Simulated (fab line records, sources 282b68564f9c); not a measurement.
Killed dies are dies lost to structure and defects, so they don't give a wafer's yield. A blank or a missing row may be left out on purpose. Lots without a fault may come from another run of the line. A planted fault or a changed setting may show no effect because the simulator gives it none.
A struck lot beside a sound one | flow rit_cmos | 15 steps out of a route of 202
Sound: wafers L338.1, L338.2, L338.5. Struck: wafers L353.1, L353.3, L353.4. The cause comes at the end.
At each step with rows: each side's tool, then ch and its chambers, then its first start. Under that, the readings that differ: sound wafers | struck wafers | difference of the means | sigmas: that difference in standard deviations of wafers without a fault.
alike: readings whose means differ by less than 2 such deviations, and words and numbers that are the same on both sides. not compared: withheld readings, readings that some wafer has no value for, bounds like >300 that may hide the same value, and numbers for which the record gives no deviation and whose values overlap.
The two part at a step that has a row with sigmas, a row that says differs or no value, or rows on one side only. Numbers that don't overlap but have no deviation are shown without sigmas and don't part them. A reading that every wafer of one side lacks parts them only if that side has two wafers or more.

first, 3 steps without rows for these wafers: RIT_SDANNEAL_CLEAN_00 (cleans in SC1, time 600 s); RIT_SDANNEAL_CLEAN_01 (cleans in dHF, time 30 s); RIT_SDANNEAL_CLEAN_02 (cleans in SC2, time 600 s).
RIT_SDANNEAL_RTA_03: time 5 s.
  sound on rtp_anneal-02 ch 0, day 4 11:25; struck on rtp_anneal-01 ch 0, day 7 18:26
  alike: wafer_temp_C_max
RIT_SDANNEAL_RS_MEAS_04: measures by four-point-probe.
  sound on film_metro-03, day 4 11:28; struck on film_metro-03, day 7 18:29
  alike: PSD_RS
RIT_SDANNEAL_RS_MEAS_05: measures by four-point-probe.
  sound on film_metro-03, day 4 11:35; struck on film_metro-03, day 7 18:37
  alike: NSD_RS
RIT_SDANNEAL_RS_MEAS_06: measures by four-point-probe.
  sound on film_metro-03, day 4 11:43; struck on film_metro-03, day 7 18:44
  alike: PLDD_RS
RIT_SDANNEAL_RS_MEAS_07: measures by four-point-probe.
  sound on film_metro-03, day 4 11:50; struck on film_metro-03, day 7 18:51
  alike: NLDD_RS
then, 1 step without rows for these wafers: RIT_SILICIDE_WET_ETCH_00 (etches SiO2 in BOE, target depth 14 nm, time 15 s).
RIT_SILICIDE_SPUTTER_01: material Ti, target thk 30 nm, time 240 s.
  sound on pvd_sputter-04, day 4 11:58; struck on pvd_sputter-02, day 7 18:59
  alike: throttle_valve_pct
RIT_SILICIDE_RS_MEAS_02: measures by four-point-probe.
  sound on film_metro-01, day 4 12:07; struck on film_metro-04, day 7 19:08
  alike: SILICIDE_TI_RS
RIT_SILICIDE_THK_MEAS_03: measures by xrf.
  sound on film_metro-01, day 4 12:14; struck on film_metro-04, day 7 19:16
  reading              | sound             | struck            | difference | sigmas
  SILICIDE_TI_THK (nm) | 29.81 30.08 30.07 | 29.31 29.39 29.17 | -0.70      | -2
RIT_SILICIDE_RTA_04: time 10 s, ramp up 5 s, ramp down 5 s.
  sound on rtp_anneal-01 ch 0, day 4 12:17; struck on rtp_anneal-01 ch 0, day 7 19:19
  reading          | sound             | struck            | difference | sigmas
  wafer_temp_C_max | 653.4 651.8 652.7 | 793.1 792.7 793.2 | +140.4     | +99 or more
then, 1 step without rows for these wafers: RIT_SILICIDE_WET_ETCH_05 (etches Ti in SPM, time 120 s).
RIT_M1_PROBE_99:
  sound on prober-01, day 4 19:04; struck on prober-01, day 8 02:01
  alike: killed_at_front_end, killed_dies, killed_open, killed_short

WHERE THEY PART
First at RIT_SILICIDE_THK_MEAS_03; last, within this record, at RIT_SILICIDE_RTA_04. Later steps at which nothing parts them and some readings are alike: RIT_M1_PROBE_99.

WHY: what the simulator had put in
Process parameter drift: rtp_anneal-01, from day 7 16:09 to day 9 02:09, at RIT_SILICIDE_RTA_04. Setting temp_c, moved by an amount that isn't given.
